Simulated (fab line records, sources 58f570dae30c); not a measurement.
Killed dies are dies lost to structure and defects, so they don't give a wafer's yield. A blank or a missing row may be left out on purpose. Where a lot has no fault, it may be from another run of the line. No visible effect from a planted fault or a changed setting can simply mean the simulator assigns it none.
Which tool did it? | flow berkeley-cmos170 | 14 lots, 42 wafers sampled, at 6 steps of a route of 331

WHAT THE GAUGES SHOWED, per wafer
UCB170_PVT_TW_MEAS_09.
lot  | measured     | on            | PVT_TW
L660 | day 6 22:51  | film-metro-03 | 507 506 507
L661 | day 6 23:19  | film-metro-03 | 510 508 507
L664 | day 7 08:31  | film-metro-02 | 518 520 520
L665 | day 7 22:17  | film-metro-01 | 508 508 507
L667 | day 8 06:43  | film-metro-01 | 501 506 504
L670 | day 8 17:21  | film-metro-02 | 516 513 515
L671 | day 8 17:31  | film-metro-01 | 502 502 498
L669 | day 8 17:47  | film-metro-03 | 503 502 502
L674 | day 9 16:49  | film-metro-02 | 512 509 510
L675 | day 9 17:05  | film-metro-01 | 500 502 500
L679 | day 10 17:41 | film-metro-02 | 514 519 518
L677 | day 10 18:20 | film-metro-02 | 520 519 518
L681 | day 10 18:23 | film-metro-01 | 499 498 498
L682 | day 11 10:42 | film-metro-03 | 503 505 501

UCB170_GATE_CD_MEAS_12: the cd target is 350 nm.
lot  | measured     | on        | cd-nm (nm)
L660 | day 7 13:29  | cd-sem-01 | 349.7 349.7 348.9
L661 | day 7 13:35  | cd-sem-02 | 350.0 350.5 349.0
L664 | day 7 20:26  | cd-sem-01 | 352.0 351.6 352.7
L665 | day 8 14:07  | cd-sem-02 | 348.5 348.7 348.9
L667 | day 8 21:46  | cd-sem-01 | 352.2 349.6 351.6
L670 | day 9 08:34  | cd-sem-01 | 351.8 349.9 350.6
L671 | day 9 08:49  | cd-sem-01 | 347.8 348.4 348.4
L669 | day 9 08:50  | cd-sem-02 | 350.2 350.2 349.5
L674 | day 10 11:40 | cd-sem-02 | 352.5 352.5 353.2
L675 | day 10 11:56 | cd-sem-01 | 350.2 349.9 349.6
L679 | day 11 09:53 | cd-sem-01 | 347.8 348.6 348.2
L677 | day 11 09:47 | cd-sem-01 | 350.4 349.4 350.2
L681 | day 11 10:13 | cd-sem-01 | 349.4 350.0 349.5
L682 | day 11 21:30 | cd-sem-01 | 348.4 349.1 348.6

UCB170_PLDD_CD_MEAS_06: the cd target is 1200 nm.
lot  | measured     | on        | cd-nm (nm)
L660 | day 7 15:12  | cd-sem-02 | 1197.8 1198.4 1199.5
L661 | day 7 15:28  | cd-sem-02 | 1200.3 1202.5 1200.5
L664 | day 7 23:19  | cd-sem-02 | 1199.1 1199.2 1199.9
L665 | day 8 15:53  | cd-sem-02 | 1198.5 1200.3 1198.3
L667 | day 8 23:28  | cd-sem-01 | 1200.8 1202.0 1201.4
L670 | day 9 10:20  | cd-sem-02 | 1196.3 1195.6 1195.9
L671 | day 9 10:34  | cd-sem-01 | 1200.0 1199.3 1198.3
L669 | day 9 10:49  | cd-sem-02 | 1199.9 1200.3 1200.0
L674 | day 10 14:20 | cd-sem-01 | 1198.6 1200.1 1199.5
L675 | day 10 14:43 | cd-sem-02 | 1198.8 1200.2 1200.9
L679 | day 11 12:30 | cd-sem-01 | 1199.5 1199.9 1199.6
L677 | day 11 12:10 | cd-sem-01 | 1197.8 1199.7 1197.4
L681 | day 11 12:43 | cd-sem-01 | 1198.1 1199.7 1198.1
L682 | day 11 23:47 | cd-sem-01 | 1202.6 1199.9 1198.9

UCB170_PLDD_TW_MEAS_11.
lot  | measured     | on            | PLDD_TW
L660 | day 7 15:44  | film-metro-04 | 1019 1016 1009
L661 | day 7 16:03  | film-metro-02 | 1035 1034 1032
L664 | day 7 23:54  | film-metro-01 | 1002 1003 1013
L665 | day 8 16:26  | film-metro-04 | 953 960 961
L667 | day 9 00:01  | film-metro-02 | 1024 1019 1018
L670 | day 9 10:53  | film-metro-02 | 1018 1015 1015
L671 | day 9 11:07  | film-metro-01 | 1002 1001 1002
L669 | day 9 11:21  | film-metro-04 | 949 952 947
L674 | day 10 14:53 | film-metro-04 | 1007 1010 1013
L675 | day 10 15:14 | film-metro-02 | 1029 1027 1026
L679 | day 11 13:02 | film-metro-01 | 1001 1007 1001
L677 | day 11 12:41 | film-metro-04 | 1013 1012 1010
L681 | day 11 13:16 | film-metro-02 | 1030 1030 1028
L682 | day 12 00:20 | film-metro-02 | 1029 1027 1027

UCB170_SDANNEAL_RS_MEAS_04: measurement is done with a four-point probe.
lot  | measured     | on            | PLDD_RS (ohm/sq)
L660 | day 8 04:40  | film-metro-04 | 1032.0 1032.2 1030.7
L661 | day 8 04:31  | film-metro-02 | 1035.0 1030.2 1032.9
L664 | day 8 14:25  | film-metro-02 | 1031.9 1031.8 1032.0
L665 | day 9 07:48  | film-metro-02 | 1044.0 1045.2 1043.0
L667 | day 9 15:06  | film-metro-02 | 1030.3 1028.3 1031.8
L670 | day 10 01:25 | film-metro-02 | 1037.2 1036.0 1035.3
L671 | day 10 00:34 | film-metro-02 | 1030.4 1029.4 1032.8
L669 | day 10 01:07 | film-metro-04 | 1046.1 1041.4 1044.3
L674 | day 11 03:32 | film-metro-02 | 1033.0 1030.9 1029.0
L675 | day 11 03:42 | film-metro-04 | 1030.5 1030.5 1030.9
L679 | day 12 06:34 | film-metro-02 | 1029.7 1030.1 1027.6
L677 | day 12 05:50 | film-metro-01 | 1028.9 1026.8 1030.5
L681 | day 12 06:04 | film-metro-04 | 1027.6 1027.9 1027.5
L682 | day 12 15:14 | film-metro-01 | 1026.6 1028.5 1023.5

WHAT TOOL EACH LOT RAN ON (gives the tool, then ch and the chambers of the sampled wafers, and finally the start)
lot  | UCB170_PLDD_IMPLANT_08
L660 | implanter-01 ch 0, day 7 15:22
L661 | implanter-03 ch 0, day 7 15:41
L664 | implanter-01 ch 0, day 7 23:30
L665 | implanter-01 ch 0, day 8 16:03
L667 | implanter-02 ch 0, day 8 23:37
L670 | implanter-03 ch 0, day 9 10:31
L671 | implanter-02 ch 0, day 9 10:44
L669 | implanter-01 ch 0, day 9 10:58
L674 | implanter-02 ch 0, day 10 14:31
L675 | implanter-03 ch 0, day 10 14:52
L679 | implanter-03 ch 0, day 11 12:40
L677 | implanter-02 ch 0, day 11 12:20
L681 | implanter-02 ch 0, day 11 12:53
L682 | implanter-02 ch 0, day 11 23:56
- UCB170_PLDD_IMPLANT_08

WHAT THE TOOLS THEMSELVES READ (means of the sampled wafers that have a number; where no wafer has one, the mark that the record gives instead)
UCB170_PLDD_IMPLANT_08.
lot  | tool         | beam-energy-keV | beam-on-s (s) | faraday-current-uA
L660 | implanter-01 | 10.003          | 9.91          | 160
L661 | implanter-03 | 10.003          | 10.04         | 158
L664 | implanter-01 | 10.001          | 9.84          | 160
L665 | implanter-01 | 6.499           | 14.60         | 109
L667 | implanter-02 | 10.002          | 9.87          | 160
L670 | implanter-03 | 10.002          | 10.11         | 157
L671 | implanter-02 | 9.999           | 10.07         | 157
L669 | implanter-01 | 6.498           | 14.94         | 106
L674 | implanter-02 | 10.001          | 10.34         | 153
L675 | implanter-03 | 10.003          | 9.81          | 162
L679 | implanter-03 | 10.002          | 9.86          | 161
L677 | implanter-02 | 10.002          | 10.02         | 158
L681 | implanter-02 | 10.000          | 10.04         | 158
L682 | implanter-02 | 9.993           | 10.09         | 156

THE ANSWER, worked out from the rows above alone
Rule: what is usual is taken from the lots themselves. The widest of any qualifying gaps counts: lots, ordered by their means at a reading, are off when they make up no more than a third of the lots, leave a main group of 4 or more, and stand apart from it by 3 or more times the standard deviation of that group's means. The tables above print the reading to a certain number of digits; a main group whose means all agree to those digits is not used. Also off: a lot with no number at a reading for which 4 or more lots have one. The other lots that the step has rows for count as sound. After the gauges, taken in route order, come the tools' own readings; for these a lot's mean is taken, as printed above. The first step at which some lot is off is used, and at that step the reading that is off furthest; a lot without a number counts as furthest.
Off: L665, L669, seen at UCB170_PLDD_TW_MEAS_11 (PLDD_TW). The main group: mean 1017, standard deviation 10.
A tool fits if, at a process step before that reading, it ran every lot that is off, and no sound lot after the first of them. Not tried: the gauges at UCB170_PLDD_TW_MEAS_11; whatever is off there is also off at UCB170_PLDD_IMPLANT_08, on other tools, and gauge error can't account for it. One fits: UCB170_PLDD_IMPLANT_08 on implanter-01. A fault onset in the window from L664 (day 7 23:30, its last sound lot) to L665 (day 8 16:03, its first lot off) fits.
The tool's own readings at UCB170_PLDD_IMPLANT_08 bear it out: on the lots that are off they differ by more than 5 times the standard deviation of the sound lots' means. beam-energy-keV reads 6.498 there against 10.001 on the sound lots; beam-on-s reads 14.77 s there against 10.00 s on the sound lots; faraday-current-uA reads 108 there against 158 on the sound lots.

WHAT THE SIMULATOR PUT IN
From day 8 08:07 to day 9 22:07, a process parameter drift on implanter-01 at UCB170_PLDD_IMPLANT_08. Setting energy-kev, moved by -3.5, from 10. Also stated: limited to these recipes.
Struck lots among those shown: L665, L669. This agrees with what the rule above found.
